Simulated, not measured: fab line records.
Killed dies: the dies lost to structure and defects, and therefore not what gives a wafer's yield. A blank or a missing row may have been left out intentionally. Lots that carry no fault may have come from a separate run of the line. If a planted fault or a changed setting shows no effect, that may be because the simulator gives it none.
A struck lot beside a sound one | flow rit cmos | 20 steps out of a route of 202
Sound: these wafers, L285.4, L285.5, L285.6. Wafers struck: L300.2, L300.3, L300.5. The cause is named last.
At each step with rows: each side's tool, then ch and its chambers, then its first start. Under that, the readings that differ: sound wafers | struck wafers | difference of the means | sigmas: that difference in standard deviations of wafers without a fault.
alike: readings with means less than 2 such deviations apart, plus words and numbers identical on both sides. not compared: withheld readings, readings lacking a value on some wafer, bounds such as >300 that could conceal the same value, and numbers that have no deviation in the record and whose values overlap.
The two part at a step that has a row with sigmas, a row that says differs or no value, or rows on one side only. When numbers do not overlap yet have no deviation, they are printed without sigmas and do not part them. A reading that every wafer of one side lacks parts them only if that side has two wafers or more.

first, 2 steps without rows for these wafers: RIT_NWELL_HARDBAKE_07 (time 120 s); RIT_NWELL_IMPLANT_08.
RIT_NWELL_STRIP_09: strips in O2, time 180 s.
  sound on plasma asher-02 ch 0,1, day 2 07:49; struck on plasma asher-04 ch 0,1, day 5 10:47
  alike: drypump motor current A, rf refl power W
  not compared: rf hours counter h
RIT_NWELL_TW_MEAS_10:
  struck on film metro-01, day 5 10:58; sound on film metro-01, day 2 07:57
  alike: NWELL_TW
then, 6 steps without rows for these wafers: RIT_PWELL_HMDS_00 (prime time 60 s); RIT_PWELL_COAT_01 (resist thk 1300 nm); RIT_PWELL_SOFTBAKE_02 (time 60 s); RIT_PWELL_EXPOSE_03 (exposes mask M3, target cd 43700 nm); RIT_PWELL_PEB_04; RIT_PWELL_DEVELOP_05 (develop time 68 s).
RIT_PWELL_OVL_MEAS_06:
  struck on overlay-02, day 5 12:02; sound on overlay-02, day 2 08:53
  alike: PWELL_OVL
then, 1 step without rows for these wafers: RIT_PWELL_HARDBAKE_07 (time 120 s).
RIT_PWELL_IMPLANT_08:
  sound on implanter-02 ch 0, day 2 09:13; struck on implanter-02 ch 0, day 5 12:20
  reading       | sound                         | struck                        | difference | sigmas
  dose ions cm2 | 7.006e+13 7.005e+13 6.998e+13 | 6.661e+13 6.639e+13 6.633e+13 | -3.587e+12 | -48
RIT_PWELL_STRIP_09: strips in O2, time 180 s.
  sound on plasma asher-04 ch 0,1, day 2 09:22; struck on plasma asher-01 ch 0,1, day 5 12:28
  alike: drypump motor current A, rf refl power W
  not compared: rf hours counter h
RIT_PWELL_TW_MEAS_10:
  struck on film metro-01, day 5 12:38; sound on film metro-01, day 2 09:30
  reading  | sound       | struck      | difference | sigmas
  PWELL_TW | 950 953 952 | 931 934 927 | -21        | -3
then, 1 step without rows for these wafers: RIT_WELLDRIVE_ANNEAL_00 (time 14700 s).
RIT_WELLDRIVE_RS_MEAS_01: uses a four-point probe to measure.
  struck on film metro-04, day 5 17:48; sound on film metro-01, day 2 14:41
  alike: NWELL_RS
RIT_WELLDRIVE_RS_MEAS_02: uses a four-point probe to measure.
  struck on film metro-04, day 5 17:55; sound on film metro-01, day 2 14:48
  reading           | sound             | struck            | difference | sigmas
  PWELL_RS (ohm/sq) | 429.9 429.1 428.9 | 444.0 444.7 445.2 | +15.3      | +11
then, 1 step without rows for these wafers: RIT_NRETRO_HMDS_00 (prime time 60 s).
RIT_M1_PROBE_99:
  struck on prober-01, day 7 01:16; sound on prober-02, day 4 07:00
  reading                                 | sound             | struck            | difference | sigmas
  model.etest.diode nplus pwell.bv v (V)  | 6.009 5.996 6.045 | 6.152 6.14 6.189  | +0.144     |
  model.etest.diode nplus pwell.cj ff um2 | 2.067 2.061 2.061 | 2.01 1.995 2.011  | -0.06      |
  model.etest.cap n gate.c min ff um2     | 2.378 2.39 2.39   | 2.326 2.343 2.324 | -0.055     |
  alike: killed at contacts, killed at front end, killed dies, killed open, killed short
  not compared: model.etest.pwell pinched.rs ohm sq, model.etest.pwell.rs ohm sq

== WHERE THEY PART ==
Earliest at RIT_PWELL_IMPLANT_08; latest, in this record, at RIT_WELLDRIVE_RS_MEAS_02. Later steps at which nothing parts them and some readings are alike: RIT_M1_PROBE_99.

WHY: whatever the simulator had introduced
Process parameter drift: implanter-02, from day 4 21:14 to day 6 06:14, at RIT_PWELL_IMPLANT_08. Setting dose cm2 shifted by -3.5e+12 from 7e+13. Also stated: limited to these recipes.
